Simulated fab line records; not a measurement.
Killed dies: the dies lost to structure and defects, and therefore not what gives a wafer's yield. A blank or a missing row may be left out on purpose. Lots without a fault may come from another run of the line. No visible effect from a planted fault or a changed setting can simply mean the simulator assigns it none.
fab line records | flow berkeley_cmos170
[record] lots = 14 | wafers = 42 | last_day = 14
route steps=331 shown PFIELD@88 FIELD@96 NVT@107
lots that met no fault: taken from a fault-free run of the same line
start_h: start of the lot's first displayed wafer, in hours after the record's first day | wait_h: hours from the lot's prior step to this one | " unchanged from the row above | L1.1+2: a row that stands for several wafers | - no value, or no start given | * or withheld: withheld | < > ~ a bound
route shown NAME@n: names a module that has steps shown in the file, with the first one's number in the route | usual: mean/standard deviation taken from wafers without a fault | same: alike in all rows | chamber/n: place in a boat | sites: the reading at each site | _std_site: standard deviation of those values | _edge_site: mean of outer sites minus mean of inner sites | radius_mm: how far each site lies from the wafer's centre | mask NAME#n: copy n | behind: the last tool/chamber to shape the wafer | hold: the reason the lot was held/the length of the hold in hours/how it ended | device: whichever transistor did not switch (one of n, p or np) | end of line: the route-end tests of the same wafers | for a step that has no rows: nothing shown but its recipe | killed: dies lost to structure and defects at the first sort, not the wafer's yield | map: dies across one wafer; x = killed, . = not, _ = none there
set.NAME: setting as actually run; set.NAME@STEP: the setting as run at that earlier step | model.NAME: the simulator's own value behind a step, which no gauge read
route steps across a sampled set of lots; one table per step, one row per wafer
services: when a tool's chamber went out of use (start_h, in hours from the record's first day, below 0 if earlier), for how many hours, and the reason
[[steps]]
[step UCB170_PFIELD_TW_MEAS_09]
[usual] PFIELD_TW = 605/7.2
lot.wafer | tool          | chamber | start_h | wait_h | PFIELD_TW
L984.1    | film_metro-02 | -       | 107.32  | 0.1    | 602
L984.3    | "             | -       | "       | "      | 599
L984.4    | "             | -       | "       | "      | 603
L982.2    | film_metro-03 | -       | 107.51  | 0.1    | 611
L982.3    | "             | -       | "       | "      | 615
L982.5    | "             | -       | "       | "      | 615
L985.1    | film_metro-03 | -       | 113.91  | 0.1    | 613
L985.3    | "             | -       | "       | "      | 615
L985.4    | "             | -       | "       | "      | 613
L991.3    | film_metro-03 | -       | 143.71  | 0.1    | 615
L991.5    | "             | -       | "       | "      | 613
L991.6    | "             | -       | "       | "      | 613
L992.2    | film_metro-02 | -       | 150.74  | 0.1    | 601
L992.4    | "             | -       | "       | "      | 603
L992.5    | "             | -       | "       | "      | 604
L995.4    | film_metro-03 | -       | 159.02  | 0.1    | 609
L995.5    | "             | -       | "       | "      | 614
L995.6    | "             | -       | "       | "      | 609
L997.1    | film_metro-02 | -       | 175.64  | 0.1    | 596
L997.3    | "             | -       | "       | "      | 595
L997.6    | "             | -       | "       | "      | 594
L998.2    | film_metro-02 | -       | 179.55  | 0.1    | 597
L998.4    | "             | -       | "       | "      | 599
L998.5    | "             | -       | "       | "      | 597
L999.2    | film_metro-03 | -       | 180.52  | 0.1    | 611
L999.3    | "             | -       | "       | "      | 614
L999.4    | "             | -       | "       | "      | 610
L100.3    | film_metro-01 | -       | 196.30  | 0.1    | 592
L100.4    | "             | -       | "       | "      | 596
L100.5    | "             | -       | "       | "      | 594
L101.1    | film_metro-02 | -       | 202.92  | 0.1    | 598
L101.4    | "             | -       | "       | "      | 601
L101.5    | "             | -       | "       | "      | 596
L102.2    | film_metro-03 | -       | 209.40  | 0.1    | 613
L102.3    | "             | -       | "       | "      | 615
L102.5    | "             | -       | "       | "      | 613
L103.1    | film_metro-03 | -       | 210.96  | 0.1    | 614
L103.2    | "             | -       | "       | "      | 611
L103.6    | "             | -       | "       | "      | 612
L104.1    | film_metro-01 | -       | 222.27  | 0.1    | 597
L104.2    | "             | -       | "       | "      | 599
L104.3    | "             | -       | "       | "      | 597
[step UCB170_FIELD_THK_MEAS_90]
[recipe] reads = SiO2_of_FIELD_OXIDATION_01
[usual] FIELD_OXIDE_LEFT_1_THK = 439/9.4
lot.wafer | tool          | chamber | start_h | wait_h | FIELD_OXIDE_LEFT_1_THK[nm]
L984.1    | film_metro-03 | -       | 122.09  | 0.0    | 438
L984.3    | "             | -       | "       | "      | 433
L984.4    | "             | -       | "       | "      | 430
L982.2    | film_metro-03 | -       | 127.44  | 0.0    | 446
L982.3    | "             | -       | "       | "      | 450
L982.5    | "             | -       | "       | "      | 440
L985.1    | film_metro-04 | -       | 127.45  | 0.0    | 440
L985.3    | "             | -       | "       | "      | 436
L985.4    | "             | -       | "       | "      | 441
L991.3    | film_metro-03 | -       | 163.89  | 0.0    | 440
L991.5    | "             | -       | "       | "      | 443
L991.6    | "             | -       | "       | "      | 451
L992.2    | film_metro-04 | -       | 171.96  | 0.0    | 448
L992.4    | "             | -       | "       | "      | 437
L992.5    | "             | -       | "       | "      | 435
L995.4    | film_metro-02 | -       | 176.36  | 0.1    | 431
L995.5    | "             | -       | "       | "      | 443
L995.6    | "             | -       | "       | "      | 444
L997.1    | film_metro-04 | -       | 195.59  | 0.0    | 430
L997.3    | "             | -       | "       | "      | 428
L997.6    | "             | -       | "       | "      | 439
L998.2    | film_metro-03 | -       | 195.60  | 0.0    | 422
L998.4    | "             | -       | "       | "      | 425
L998.5    | "             | -       | "       | "      | 432
L999.2    | film_metro-02 | -       | 195.60  | 0.0    | 420
L999.3    | "             | -       | "       | "      | 425
L999.4    | "             | -       | "       | "      | 417
L100.3    | film_metro-02 | -       | 214.97  | 0.0    | 435
L100.4    | "             | -       | "       | "      | 442
L100.5    | "             | -       | "       | "      | 450
L101.1    | film_metro-02 | -       | 223.48  | 0.0    | 427
L101.4    | "             | -       | "       | "      | 421
L101.5    | "             | -       | "       | "      | 436
L103.1    | film_metro-02 | -       | 228.58  | 0.0    | 457
L103.2    | "             | -       | "       | "      | 446
L103.6    | "             | -       | "       | "      | 446
L102.2    | film_metro-04 | -       | 228.59  | 0.0    | 448
L102.3    | "             | -       | "       | "      | 440
L102.5    | "             | -       | "       | "      | 448
L104.1    | film_metro-03 | -       | 241.08  | 0.0    | 434
L104.2    | "             | -       | "       | "      | 444
L104.3    | "             | -       | "       | "      | 440
[step UCB170_NVT_EXPOSE_03]
[recipe] mask_id = PWELL | target_cd_nm = 3000 | na = 0.5 | sigma_outer = 0.6 | source_shape = conventional | dose_mj = 30
[usual] exposure_dose_mJ_cm2 = 30.00/0.031 | focus_offset_nm = 0.1/0.57 | reticle_temp_C = 22.99/0.098
lot.wafer | tool           | chamber | start_h | wait_h | mask    | exposure_dose_mJ_cm2 | focus_offset_nm | reticle_temp_C
L984.1    | krf_scanner-02 | 0       | 143.93  | 0.2    | PWELL#0 | 30.03                | 0.1             | 23.17
L984.3    | "              | 0       | "       | "      | PWELL#0 | 30.01                | 0.6             | 23.07
L984.4    | "              | 0       | "       | "      | PWELL#0 | 29.99                | -0.3            | 22.96
L985.1    | krf_scanner-02 | 0       | 148.39  | 0.3    | PWELL#0 | 30.00                | 0.4             | 22.83
L985.3    | "              | 0       | "       | "      | PWELL#0 | 30.01                | 0.2             | 22.92
L985.4    | "              | 0       | "       | "      | PWELL#0 | 29.99                | 0.2             | 22.83
L982.2    | krf_scanner-02 | 0       | 148.53  | 0.5    | PWELL#0 | 30.02                | -0.8            | 23.00
L982.3    | "              | 0       | "       | "      | PWELL#0 | 30.00                | -0.6            | 22.95
L982.5    | "              | 0       | "       | "      | PWELL#0 | 29.99                | -0.4            | 23.01
L991.3    | krf_scanner-02 | -       | 183.22  | 0.4    | PWELL#0 | -                    | -               | -
L991.5    | "              | -       | "       | "      | PWELL#0 | -                    | -               | -
L991.6    | "              | -       | "       | "      | PWELL#0 | -                    | -               | -
L992.2    | krf_scanner-02 | -       | 195.50  | 0.3    | PWELL#0 | -                    | -               | -
L992.4    | "              | -       | "       | "      | PWELL#0 | -                    | -               | -
L992.5    | "              | -       | "       | "      | PWELL#0 | -                    | -               | -
L995.4    | krf_scanner-01 | 0       | 196.01  | 0.3    | PWELL#0 | 30.01                | -0.7            | 23.18
L995.5    | "              | 0       | "       | "      | PWELL#0 | 29.96                | 0.0             | 23.06
L995.6    | "              | 0       | "       | "      | PWELL#0 | 29.96                | 0.7             | 22.85
L999.2    | krf_scanner-01 | 0       | 216.98  | 0.1    | PWELL#0 | 30.01                | -0.7            | 23.04
L999.3    | "              | 0       | "       | "      | PWELL#0 | 29.97                | 0.1             | 23.16
L999.4    | "              | 0       | "       | "      | PWELL#0 | 30.00                | -0.4            | 23.15
L997.1    | krf_scanner-02 | 0       | 217.36  | 0.3    | PWELL#0 | 30.03                | 0.2             | 23.03
L997.3    | "              | 0       | "       | "      | PWELL#0 | 29.99                | 0.4             | 23.00
L997.6    | "              | 0       | "       | "      | PWELL#0 | 30.00                | -0.1            | 22.97
L998.2    | krf_scanner-01 | 0       | 217.62  | 0.6    | PWELL#0 | 29.93                | 0.2             | 23.06
L998.4    | "              | 0       | "       | "      | PWELL#0 | 29.96                | 0.2             | 22.91
L998.5    | "              | 0       | "       | "      | PWELL#0 | 29.98                | 0.5             | 22.94
L100.3    | krf_scanner-02 | 0       | 236.81  | 0.2    | PWELL#0 | 30.02                | 0.4             | 23.02
L100.4    | "              | 0       | "       | "      | PWELL#0 | 30.02                | -0.8            | 22.90
L100.5    | "              | 0       | "       | "      | PWELL#0 | 30.05                | -0.1            | 23.04
L101.1    | krf_scanner-02 | 0       | 246.24  | 0.1    | PWELL#0 | 30.07                | 0.0             | 22.83
L101.4    | "              | 0       | "       | "      | PWELL#0 | 30.05                | -0.7            | 23.00
L101.5    | "              | 0       | "       | "      | PWELL#0 | 30.01                | 0.2             | 22.99
L103.1    | krf_scanner-02 | 0       | 252.48  | 0.1    | PWELL#0 | 29.98                | -0.2            | 23.10
L103.2    | "              | 0       | "       | "      | PWELL#0 | 30.01                | 0.5             | 23.00
L103.6    | "              | 0       | "       | "      | PWELL#0 | 30.05                | -0.6            | 22.99
L102.2    | krf_scanner-01 | 0       | 252.74  | 0.2    | PWELL#0 | 30.01                | -0.5            | 22.94
L102.3    | "              | 0       | "       | "      | PWELL#0 | 30.04                | 0.2             | 23.04
L102.5    | "              | 0       | "       | "      | PWELL#0 | 30.03                | -1.1            | 23.16
L104.1    | krf_scanner-01 | 0       | 264.40  | 0.6    | PWELL#0 | 29.98                | -0.3            | 23.04
L104.2    | "              | 0       | "       | "      | PWELL#0 | 29.97                | 0.4             | 23.07
L104.3    | "              | 0       | "       | "      | PWELL#0 | 29.97                | 0.1             | 23.03
[step UCB170_NVT_STRIP_08]
[recipe] chemistry = O2 | power_w = 400 | pressure_mtorr = 3500 | platen_temp_c = withheld | o2_flow_sccm = 400 | overash_fraction = 0.5
[usual] drypump_motor_current_A = 5.4/0.39 | oes_product_au = 0.735/0.0044 | strip_time_to_endpoint_s = 21.59/0.063
lot.wafer | tool            | chamber | start_h | wait_h | drypump_motor_current_A | oes_product_au | rf_hours_counter_h | strip_time_to_endpoint_s
L984.1    | plasma_asher-01 | 0       | 144.86  | 0.1    | 5.3                     | 0.727          | 43                 | 21.58
L984.3    | "               | 0       | "       | "      | 5.3                     | 0.740          | -                  | 21.66
L984.4    | "               | 1       | "       | "      | 6.1                     | 0.733          | -                  | 21.70
L985.1    | plasma_asher-01 | 1       | 149.63  | 0.1    | 6.1                     | 0.742          | 44                 | 21.68
L985.3    | "               | 1       | "       | "      | 6.1                     | 0.737          | -                  | 21.67
L985.4    | "               | 0       | "       | "      | 5.3                     | 0.730          | -                  | 21.69
L982.2    | plasma_asher-04 | 0       | 149.66  | 0.1    | 5.0                     | 0.737          | 3                  | 21.69
L982.3    | "               | 1       | "       | "      | 5.3                     | 0.722          | -                  | 21.62
L982.5    | "               | 0       | "       | "      | 5.0                     | 0.735          | -                  | 21.69
L991.3    | plasma_asher-03 | 0       | 184.20  | 0.1    | 5.8                     | 0.738          | -                  | 21.50
L991.5    | "               | 1       | "       | "      | 5.6                     | 0.726          | -                  | 21.49
L991.6    | "               | 0       | "       | "      | 5.8                     | 0.735          | -                  | 21.46
L992.2    | plasma_asher-04 | 1       | 196.43  | 0.1    | 5.2                     | 0.737          | 8                  | 21.55
L992.4    | "               | 0       | "       | "      | 5.0                     | 0.742          | -                  | 21.52
L992.5    | "               | 0       | "       | "      | 5.0                     | 0.731          | -                  | 21.49
L995.4    | plasma_asher-04 | 0       | 196.77  | 0.1    | 5.0                     | 0.746          | -                  | 21.67
L995.5    | "               | 0       | "       | "      | 5.0                     | 0.740          | -                  | 21.67
L995.6    | "               | 1       | "       | "      | 5.2                     | 0.741          | -                  | 21.72
L999.2    | plasma_asher-01 | 0       | 218.06  | 0.1    | 5.3                     | 0.741          | 51                 | 21.57
L999.3    | "               | 0       | "       | "      | 5.3                     | 0.741          | -                  | 21.56
L999.4    | "               | 1       | "       | "      | 6.1                     | 0.735          | -                  | 21.51
L997.1    | plasma_asher-03 | 0       | 218.15  | 0.1    | 5.8                     | 0.734          | 42                 | 21.55
L997.3    | "               | 0       | "       | "      | 5.8                     | 0.730          | -                  | 21.54
L997.6    | "               | 0       | "       | "      | 5.8                     | 0.731          | -                  | 21.48
L998.2    | plasma_asher-04 | 0       | 218.52  | 0.1    | 5.0                     | 0.741          | 11                 | 21.51
L998.4    | "               | 0       | "       | "      | 5.0                     | 0.736          | -                  | 21.56
L998.5    | "               | 0       | "       | "      | 5.0                     | 0.730          | -                  | 21.57
L100.3    | plasma_asher-04 | 1       | 237.59  | 0.1    | 5.2                     | 0.736          | -                  | 21.67
L100.4    | "               | 0       | "       | "      | 5.0                     | 0.736          | -                  | 21.67
L100.5    | "               | 1       | "       | "      | 5.2                     | 0.731          | -                  | 21.67
L101.1    | plasma_asher-04 | 0       | 246.82  | 0.1    | 5.0                     | 0.737          | 14                 | 21.65
L101.4    | "               | 0       | "       | "      | 5.0                     | 0.739          | -                  | 21.62
L101.5    | "               | 0       | "       | "      | 5.0                     | 0.736          | -                  | 21.56
L103.1    | plasma_asher-03 | 1       | 253.06  | 0.1    | 5.6                     | 0.739          | 45                 | 21.56
L103.2    | "               | 0       | "       | "      | 5.8                     | 0.729          | 45                 | 21.52
L103.6    | "               | 0       | "       | "      | 5.8                     | 0.734          | -                  | 21.61
L102.2    | plasma_asher-04 | 0       | 253.30  | 0.1    | 5.0                     | 0.732          | 15                 | 21.58
L102.3    | "               | 1       | "       | "      | 5.2                     | 0.734          | -                  | 21.59
L102.5    | "               | 1       | "       | "      | 5.2                     | 0.744          | -                  | 21.60
L104.1    | plasma_asher-04 | 0       | 264.98  | 0.1    | 5.0                     | 0.736          | 16                 | 21.60
L104.2    | "               | 1       | "       | "      | 5.3                     | 0.732          | 16                 | 21.61
L104.3    | "               | 1       | "       | "      | 5.3                     | 0.736          | -                  | 21.63
[[services]]
tool           | chamber | start_h | hours | kind
krf_scanner-02 | -       | 141.85  | 1.0   | pm
krf_scanner-01 | -       | 142.92  | 1.0   | pm
krf_scanner-01 | -       | 149.39  | 1.2   | repair
krf_scanner-01 | 0       | 153.64  | -     | calibration
krf_scanner-02 | -       | 155.20  | 0.8   | pm
krf_scanner-02 | -       | 159.15  | 1.3   | pm
krf_scanner-02 | -       | 166.28  | 3.6   | pm
krf_scanner-01 | -       | 182.80  | -     | calibration
krf_scanner-01 | -       | 218.71  | 4.0   | pm
krf_scanner-01 | -       | 224.25  | 1.3   | pm
krf_scanner-01 | -       | 226.46  | 0.8   | repair
krf_scanner-01 | -       | 231.96  | 0.8   | pm
krf_scanner-02 | 0       | 233.92  | -     | calibration
krf_scanner-02 | -       | 260.22  | 7.1   | repair
[[key]]
[first_sign] step = UCB170_NVT_EXPOSE_03 | reading = tool_record | direction = missing
effect none on later readings
met_at UCB170_NVT_EXPOSE_03
struck_lots L991,L992
sort_left_out L991.3,L991.5,L991.6,L992.2,L992.4,L992.5
tester_left_out L991,L992
not_acting_at UCB170_PFIELD_TW_MEAS_09,UCB170_FIELD_THK_MEAS_90,UCB170_NVT_STRIP_08
onset_between 148.53 183.22
[fault] kind = skipped_step_whole | tool = krf_scanner-02 | chamber = - | onset_h = 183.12 | steps = UCB170_NVT_EXPOSE_03 | scope = struck_lots_only
// tester_left_out: of these lots the tester's yield and bins aren't shown, on N5 and GAA mostly nor the transistor test; their killed dies are dies lost to structure and defects alone, not to doping, threshold or leakage, so they don't give the yield
// sort_left_out: the simulated sort isn't trusted on such a fault, so these wafers' sort isn't shown, and their yield isn't known
